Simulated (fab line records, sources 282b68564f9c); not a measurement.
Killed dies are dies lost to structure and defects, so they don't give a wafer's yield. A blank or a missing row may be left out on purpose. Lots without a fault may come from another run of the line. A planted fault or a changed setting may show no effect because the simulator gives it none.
A struck lot beside a sound one | flow rit_cmos | 27 steps out of a route of 202
Sound: wafers L260.1, L260.2, L260.3. Struck: wafer L262.1. (L262.2, L262.3 of the same lot were not struck and are left out.) The cause comes at the end.
At each step with rows: each side's tool, then ch and its chambers, then its first start. Under that, the readings that differ: sound wafers | struck wafers | difference of the means | sigmas: that difference in standard deviations of wafers without a fault.
alike: readings whose means differ by less than 2 such deviations, and words and numbers that are the same on both sides. not compared: withheld readings, readings that some wafer has no value for, bounds like >300 that may hide the same value, and numbers for which the record gives no deviation and whose values overlap.
The two part at a step that has a row with sigmas, a row that says differs or no value, or rows on one side only. Numbers that don't overlap but have no deviation are shown without sigmas and don't part them. A reading that every wafer of one side lacks parts them only if that side has two wafers or more.

first, 1 step without rows for these wafers: RIT_ACTIVE_OXIDATION_01 (target thk 46.8 nm, ox time 3360 s).
RIT_ACTIVE_THK_MEAS_02:
  sound on film_metro-03, day 2 08:05; struck on film_metro-04, day 2 18:03
  alike: ACTIVE_OXIDE_THK
then, 1 step without rows for these wafers: RIT_ACTIVE_CVD_03 (deposits Si3N4 from SiH2Cl2/NH3, target thk 150 nm, time 1500 s).
RIT_ACTIVE_THK_MEAS_04:
  sound on film_metro-04, day 2 10:16; struck on film_metro-04, day 2 19:32
  reading                 | sound             | struck | difference | sigmas
  ACTIVE_NITRIDE_THK (nm) | 152.3 151.7 152.1 | 149.4  | -2.6       | -2
then, 6 steps without rows for these wafers: RIT_ACTIVE_HMDS_05 (prime time 60 s); RIT_ACTIVE_COAT_06 (resist thk 1000 nm); RIT_ACTIVE_SOFTBAKE_07 (time 60 s); RIT_ACTIVE_EXPOSE_08 (exposes mask M1, target cd 1400 nm); RIT_ACTIVE_PEB_09; RIT_ACTIVE_DEVELOP_10 (develop time 50 s).
RIT_ACTIVE_CD_MEAS_11: target cd 1400 nm.
  sound on cd_sem-01, day 2 11:10; struck on cd_sem-01, day 2 20:26
  alike: cd_nm
then, 1 step without rows for these wafers: RIT_ACTIVE_HARDBAKE_12 (time 60 s).
RIT_ACTIVE_ETCH_13: etches Si3N4 in SF6, stops on SiO2, time 210 s, target depth 210 nm.
  sound on rie_diel-03 ch 0,1,3, day 2 11:26; struck on rie_diel-03 ch 0, day 2 20:43
  reading                                       | sound             | struck | difference | sigmas
  oes_product_au (a.u.)                         | 0.842 0.859 0.837 | 0.789  | -0.057     | -4
  rf_hours_counter_h (h)                        | 82 104 126        | 127    | +23        |
  run_length_s (s)                              | 237.9 239.3 238.1 | 260.5  | +22.1      | +50
  model.NOVOLAK_of_ACTIVE_COAT_06.thk_nm (nm)   | 651.2 654.2 657.7 | 631.3  | -23.1      |
  model.SiO2_of_ACTIVE_OXIDATION_01.thk_nm (nm) | 45.24 48.21 47.41 | 40.33  | -6.62      |
  model.ACTIVE.feature_depth_nm (nm)            | 153.9 151.7 152.1 | 156.8  | +4.2       |
  alike: drypump_motor_current_A, throttle_valve_pct
RIT_ACTIVE_STRIP_14: strips in O2, time 180 s.
  sound on plasma_asher-01 ch 0,1, day 2 11:35; struck on plasma_asher-01 ch 1, day 2 20:50
  alike: drypump_motor_current_A
  not compared: rf_hours_counter_h
RIT_ACTIVE_CD_MEAS_90: target cd 1400 nm.
  sound on cd_sem-02, day 2 11:45; struck on cd_sem-02, day 2 21:01
  alike: cd_nm
then, 4 steps without rows for these wafers: RIT_ACTIVE_CLEAN_15 (cleans in SC1, time 600 s); RIT_ACTIVE_CLEAN_16 (cleans in dHF, time 30 s); RIT_ACTIVE_CLEAN_17 (cleans in SC2, time 600 s); RIT_FOX1_OXIDATION_00 (target thk 350.7 nm, ox time 1130 s).
RIT_FOX1_THK_MEAS_01:
  sound on film_metro-01, day 2 13:33; struck on film_metro-01, day 3 00:03
  alike: FOX1_OXIDE_THK
then, 2 steps without rows for these wafers: RIT_FOX1_WET_ETCH_02 (etches SiO2 in BOE, target depth 350 nm, time 390 s); RIT_FOX2_OXIDATION_00 (target thk 350.7 nm, ox time 1130 s).
RIT_FOX2_THK_MEAS_01:
  sound on film_metro-01, day 2 15:58; struck on film_metro-01, day 3 01:33
  alike: FOX2_OXIDE_THK
then, 1 step without rows for these wafers: RIT_FOX2_CLEAN_02 (cleans in dHF, time 180 s).
RIT_FOX2_WET_ETCH_03: etches Si3N4 in H3PO4, target depth 195 nm, time 2700 s.
  sound on wet_bench-02 ch 3, day 2 16:05; struck on wet_bench-01 ch 3, day 3 01:40
  reading                                       | sound         | struck | difference | sigmas
  model.SiO2_of_ACTIVE_OXIDATION_01.thk_nm (nm) | 40.1 42.72 42 | 35.98  | -5.63      |
  alike: bath_guard_temp_C, run_length_s
RIT_FOX2_THK_MEAS_90:
  sound on film_metro-01, day 2 16:55; struck on film_metro-04, day 3 02:26
  alike: FIELD_OXIDE_LEFT_1_THK
RIT_M1_PROBE_99:
  sound on prober-02, day 4 13:15; struck on prober-02, day 4 17:13
  alike: killed_at_front_end, killed_dies, killed_open, killed_short

WHERE THEY PART
First at RIT_ACTIVE_THK_MEAS_04; last, within this record, at RIT_ACTIVE_ETCH_13. Later steps at which nothing parts them and some readings are alike: RIT_ACTIVE_STRIP_14, RIT_ACTIVE_CD_MEAS_90, RIT_FOX1_THK_MEAS_01, RIT_FOX2_THK_MEAS_01, RIT_FOX2_WET_ETCH_03, RIT_FOX2_THK_MEAS_90, RIT_M1_PROBE_99.

WHY: what the simulator had put in
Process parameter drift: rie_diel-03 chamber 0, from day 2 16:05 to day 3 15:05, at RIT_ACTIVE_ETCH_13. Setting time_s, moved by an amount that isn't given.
